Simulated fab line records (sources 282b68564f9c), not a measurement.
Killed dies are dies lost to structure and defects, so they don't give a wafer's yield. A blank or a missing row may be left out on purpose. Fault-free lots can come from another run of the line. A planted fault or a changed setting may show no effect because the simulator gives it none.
Split-lot study || flow rit_cmos || 5 lots, 23 wafers read, on a route of 202 steps

## THE SPLIT ITSELF
At RIT_ACTIVE_COAT_06 (resist thk 1000 nm), the setting spin_rpm was moved away from the recipe's 3250 rpm on 8 of the 23 wafers read, by -6.5% to +6.7%. All remaining wafers had this setting at the recipe value.

## FROM THE SPLIT TO THE READING: what the file shows between them, 3 steps
- RIT_ACTIVE_SOFTBAKE_07: time 60 s
- RIT_ACTIVE_EXPOSE_08: exposes mask M1, target cd 1400 nm
- RIT_ACTIVE_DEVELOP_10: develop time 50 s

## THE READING
NOVOLAK_of_ACTIVE_COAT_06.thk_nm (the simulator's own value, which no gauge read), in nm, at RIT_ACTIVE_HARDBAKE_12 (time 60 s). The file does not state a usual value for it. Average 884.8 nm, standard deviation 3.3 nm, over the 15 wafers here run with the recipe.

{"wafer": "L076.1", "tool, chamber at the split": "litho_track-01, 0", "spin_rpm as run, rpm": 3250, "against the recipe": "recipe", "NOVOLAK_of_ACTIVE_COAT_06.thk_nm, nm": 889.5, "against lot-mates on the recipe": "-"}
{"wafer": "L076.2", "tool, chamber at the split": "litho_track-01, 0", "spin_rpm as run, rpm": 3250, "against the recipe": "recipe", "NOVOLAK_of_ACTIVE_COAT_06.thk_nm, nm": 891.1, "against lot-mates on the recipe": "-"}
{"wafer": "L076.3", "tool, chamber at the split": "litho_track-01, 0", "spin_rpm as run, rpm": 3250, "against the recipe": "recipe", "NOVOLAK_of_ACTIVE_COAT_06.thk_nm, nm": 885, "against lot-mates on the recipe": "-"}
{"wafer": "L076.4", "tool, chamber at the split": "litho_track-01, 0", "spin_rpm as run, rpm": 3250, "against the recipe": "recipe", "NOVOLAK_of_ACTIVE_COAT_06.thk_nm, nm": 889.7, "against lot-mates on the recipe": "-"}
{"wafer": "L076.6", "tool, chamber at the split": "litho_track-01, 0", "spin_rpm as run, rpm": 3250, "against the recipe": "recipe", "NOVOLAK_of_ACTIVE_COAT_06.thk_nm, nm": 887.1, "against lot-mates on the recipe": "-"}
{"wafer": "L078.2", "tool, chamber at the split": "litho_track-02, 0", "spin_rpm as run, rpm": 3250, "against the recipe": "recipe", "NOVOLAK_of_ACTIVE_COAT_06.thk_nm, nm": 880.6, "against lot-mates on the recipe": "-"}
{"wafer": "L078.3", "tool, chamber at the split": "litho_track-02, 0", "spin_rpm as run, rpm": 3250, "against the recipe": "recipe", "NOVOLAK_of_ACTIVE_COAT_06.thk_nm, nm": 882.5, "against lot-mates on the recipe": "-"}
{"wafer": "L078.4", "tool, chamber at the split": "litho_track-02, 0", "spin_rpm as run, rpm": 3039, "against the recipe": "-6.5%", "NOVOLAK_of_ACTIVE_COAT_06.thk_nm, nm": 914.7, "against lot-mates on the recipe": "+32.4"}
{"wafer": "L078.5", "tool, chamber at the split": "litho_track-02, 0", "spin_rpm as run, rpm": 3039, "against the recipe": "-6.5%", "NOVOLAK_of_ACTIVE_COAT_06.thk_nm, nm": 911.9, "against lot-mates on the recipe": "+29.6"}
{"wafer": "L078.6", "tool, chamber at the split": "litho_track-02, 0", "spin_rpm as run, rpm": 3250, "against the recipe": "recipe", "NOVOLAK_of_ACTIVE_COAT_06.thk_nm, nm": 883.7, "against lot-mates on the recipe": "-"}
{"wafer": "L080.2", "tool, chamber at the split": "litho_track-02, 0", "spin_rpm as run, rpm": 3250, "against the recipe": "recipe", "NOVOLAK_of_ACTIVE_COAT_06.thk_nm, nm": 883.5, "against lot-mates on the recipe": "-"}
{"wafer": "L080.3", "tool, chamber at the split": "litho_track-02, 0", "spin_rpm as run, rpm": 3250, "against the recipe": "recipe", "NOVOLAK_of_ACTIVE_COAT_06.thk_nm, nm": 881.6, "against lot-mates on the recipe": "-"}
{"wafer": "L080.5", "tool, chamber at the split": "litho_track-02, 0", "spin_rpm as run, rpm": 3250, "against the recipe": "recipe", "NOVOLAK_of_ACTIVE_COAT_06.thk_nm, nm": 880.7, "against lot-mates on the recipe": "-"}
{"wafer": "L081.1", "tool, chamber at the split": "litho_track-01, 0", "spin_rpm as run, rpm": 3398, "against the recipe": "+4.6%", "NOVOLAK_of_ACTIVE_COAT_06.thk_nm, nm": 866, "against lot-mates on the recipe": -20.4}
{"wafer": "L081.2", "tool, chamber at the split": "litho_track-01, 0", "spin_rpm as run, rpm": 3398, "against the recipe": "+4.6%", "NOVOLAK_of_ACTIVE_COAT_06.thk_nm, nm": 867.8, "against lot-mates on the recipe": -18.6}
{"wafer": "L081.3", "tool, chamber at the split": "litho_track-01, 0", "spin_rpm as run, rpm": 3250, "against the recipe": "recipe", "NOVOLAK_of_ACTIVE_COAT_06.thk_nm, nm": 887, "against lot-mates on the recipe": "-"}
{"wafer": "L081.5", "tool, chamber at the split": "litho_track-01, 0", "spin_rpm as run, rpm": 3398, "against the recipe": "+4.6%", "NOVOLAK_of_ACTIVE_COAT_06.thk_nm, nm": 863.2, "against lot-mates on the recipe": -23.2}
{"wafer": "L081.6", "tool, chamber at the split": "litho_track-01, 0", "spin_rpm as run, rpm": 3250, "against the recipe": "recipe", "NOVOLAK_of_ACTIVE_COAT_06.thk_nm, nm": 885.8, "against lot-mates on the recipe": "-"}
{"wafer": "L084.1", "tool, chamber at the split": "litho_track-02, 0", "spin_rpm as run, rpm": 3467, "against the recipe": "+6.7%", "NOVOLAK_of_ACTIVE_COAT_06.thk_nm, nm": 852.4, "against lot-mates on the recipe": -30.0}
{"wafer": "L084.2", "tool, chamber at the split": "litho_track-02, 0", "spin_rpm as run, rpm": 3250, "against the recipe": "recipe", "NOVOLAK_of_ACTIVE_COAT_06.thk_nm, nm": 883, "against lot-mates on the recipe": "-"}
{"wafer": "L084.3", "tool, chamber at the split": "litho_track-02, 0", "spin_rpm as run, rpm": 3467, "against the recipe": "+6.7%", "NOVOLAK_of_ACTIVE_COAT_06.thk_nm, nm": 852.8, "against lot-mates on the recipe": -29.6}
{"wafer": "L084.4", "tool, chamber at the split": "litho_track-02, 0", "spin_rpm as run, rpm": 3250, "against the recipe": "recipe", "NOVOLAK_of_ACTIVE_COAT_06.thk_nm, nm": 881.7, "against lot-mates on the recipe": "-"}
{"wafer": "L084.5", "tool, chamber at the split": "litho_track-02, 0", "spin_rpm as run, rpm": 3467, "against the recipe": "+6.7%", "NOVOLAK_of_ACTIVE_COAT_06.thk_nm, nm": 853.3, "against lot-mates on the recipe": -29.1}

FIT RESULTS
A straight line over all 23 wafers: NOVOLAK_of_ACTIVE_COAT_06.thk_nm changes by -4.53 nm for each +1% of spin_rpm; r = -0.98; the points scatter about the line by 3 nm.
The same after taking each lot's own level away (the mean of its wafers on the recipe; 23 wafers): -4.58 nm for each +1%; r = -1.00; scatter 1.6 nm.
On that fit, the largest move of spin_rpm shifts the reading by 31 nm.
From 881.93 to 888.48 nm: that is the span of the lots' own levels, equal to 2.0 times the standard deviation above.
Hence the lot-to-lot level has little effect on the slope; both slopes agree.
Check: with one of the wafers moved furthest among these (+6.7%) left out of the fit, the line predicts -30.4 nm for it against its lot-mates. Against them it came out at -30 nm.

## OTHER SPLITS APPLIED TO THESE WAFERS
Before the reading, these wafers also passed through other splits. Each is held against what the fit with the lots' levels taken away leaves over:
{"other split on the same wafers": "RIT_ACTIVE_CVD_03 temp_c", "wafers away from the commonest value": 18, "r with NOVOLAK_of_ACTIVE_COAT_06.thk_nm (lot level and that fit taken away)": -0.01}

## THE WHOLE CHAIN: every reading that the file lists as answering this split, in the file's order
{"step": "RIT_ACTIVE_COAT_06", "what it does": "resist thk 1000 nm", "reading": "NOVOLAK_of_ACTIVE_COAT_06.thk_nm (the simulator's own value, which no gauge read)", "change (the file's fit)": "-5.24 nm for each +1% of the setting", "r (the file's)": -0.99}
{"step": "RIT_ACTIVE_HARDBAKE_12", "what it does": "time 60 s", "reading": "NOVOLAK_of_ACTIVE_COAT_06.thk_nm (the simulator's own value, which no gauge read)", "change (the file's fit)": "-4.59 nm for each +1% of the setting", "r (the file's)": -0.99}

## FILE'S OWN FIT
NOVOLAK_of_ACTIVE_COAT_06.thk_nm changes by -4.59 nm for each +1% of spin_rpm, r = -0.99.
